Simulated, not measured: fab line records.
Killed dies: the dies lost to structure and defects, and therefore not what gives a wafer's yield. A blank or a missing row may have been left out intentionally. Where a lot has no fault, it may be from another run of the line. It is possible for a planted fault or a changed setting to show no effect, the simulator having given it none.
Which tool is to blame? -- flow berkeley-cmos170 -- 14 lots with 42 wafers sampled at 2 steps, on a route of 331 steps

== WHAT THE GAUGES SHOWED, per wafer ==
UCB170_GATE_CD_MEAS_90 targets a cd of 350 nm.
lot,measured,on,cd-nm (nm)
L111,day 5 20:17,cd-sem-02,352.4 353.4 352.7
L112,day 5 20:22,cd-sem-01,348.1 348.6 348.2
L113,day 6 06:40,cd-sem-01,350.0 349.7 350.5
L114,day 6 13:20,cd-sem-02,351.0 353.6 350.3
L116,day 6 18:46,cd-sem-01,349.2 349.5 349.0
L115,day 6 19:20,cd-sem-02,351.5 349.0 348.7
L117,day 7 06:01,cd-sem-02,349.3 349.7 349.1
L120,day 7 22:25,cd-sem-01,351.6 350.3 348.7
L124,day 9 00:38,cd-sem-01,353.3 351.0 352.1
L125,day 9 05:52,cd-sem-02,349.0 347.7 348.6
L127,day 9 06:26,cd-sem-02,351.6 351.2 351.5
L129,day 9 22:45,cd-sem-02,349.9 351.3 350.2
L131,day 9 22:57,cd-sem-01,352.2 351.9 353.2
L133,day 10 14:39,cd-sem-01,349.3 350.1 349.8

UCB170_NLDD_OVL_MEAS_07.
lot,measured,on,NLDD_OVL (nm)
L111,day 5 23:44,overlay-01,-7 -9 -7
L112,day 6 00:01,overlay-01,-5 -2 -2
L113,day 6 09:59,overlay-01,1 -1 -7
L114,day 6 17:43,overlay-01,-13 -5 -8
L116,day 6 22:30,overlay-02,-6 -9 -7
L115,day 6 22:54,overlay-01,-3 -4 -4
L117,day 7 11:08,overlay-01,-5 -4 -6
L120,day 8 01:20,overlay-02,2 -2 -2
L124,day 9 03:39,overlay-01,-2 -7 1
L125,day 9 11:01,overlay-01,-6 -3 -2
L127,day 9 11:35,overlay-01,-12 -7 -9
L129,day 10 04:29,overlay-02,2 6 2
L131,day 10 04:43,overlay-02,3 0 3
L133,day 10 18:34,overlay-02,-7 -6 -13

== WHICH TOOL RAN EACH LOT (tool, then ch and the chambers of the sampled wafers, then the start) ==
There is no process step in the record ahead of these readings.

== WHAT THE TOOLS THEMSELVES READ (means of the sampled wafers that have a number; where no wafer has one, the mark that the record gives instead) ==
The record holds no such reading with a usual standard deviation.

== THE ANSWER, worked out from the rows above alone ==
Rule: what is usual is taken from the lots themselves. The widest of any qualifying gaps counts: lots, ordered by their means at a reading, are off when they make up no more than a third of the lots, leave a main group of 4 or more, and stand apart from it by 3 or more times the standard deviation of that group's means. The tables above print the reading to a certain number of digits; a main group whose means all agree to those digits is not used. A lot without any number at a reading at which 4 lots or more have one is off too. The other lots that the step has rows for count as sound. Order of review: gauges by route order, followed by the tools' own readings, for which a lot's mean as printed above is used. The first step at which some lot is off is used, and at that step the reading that is off furthest; a lot without a number counts as furthest.
No lot is off at any reading shown: from this, nothing can be told.

== WHAT HAD BEEN PUT IN BY THE SIMULATOR ==
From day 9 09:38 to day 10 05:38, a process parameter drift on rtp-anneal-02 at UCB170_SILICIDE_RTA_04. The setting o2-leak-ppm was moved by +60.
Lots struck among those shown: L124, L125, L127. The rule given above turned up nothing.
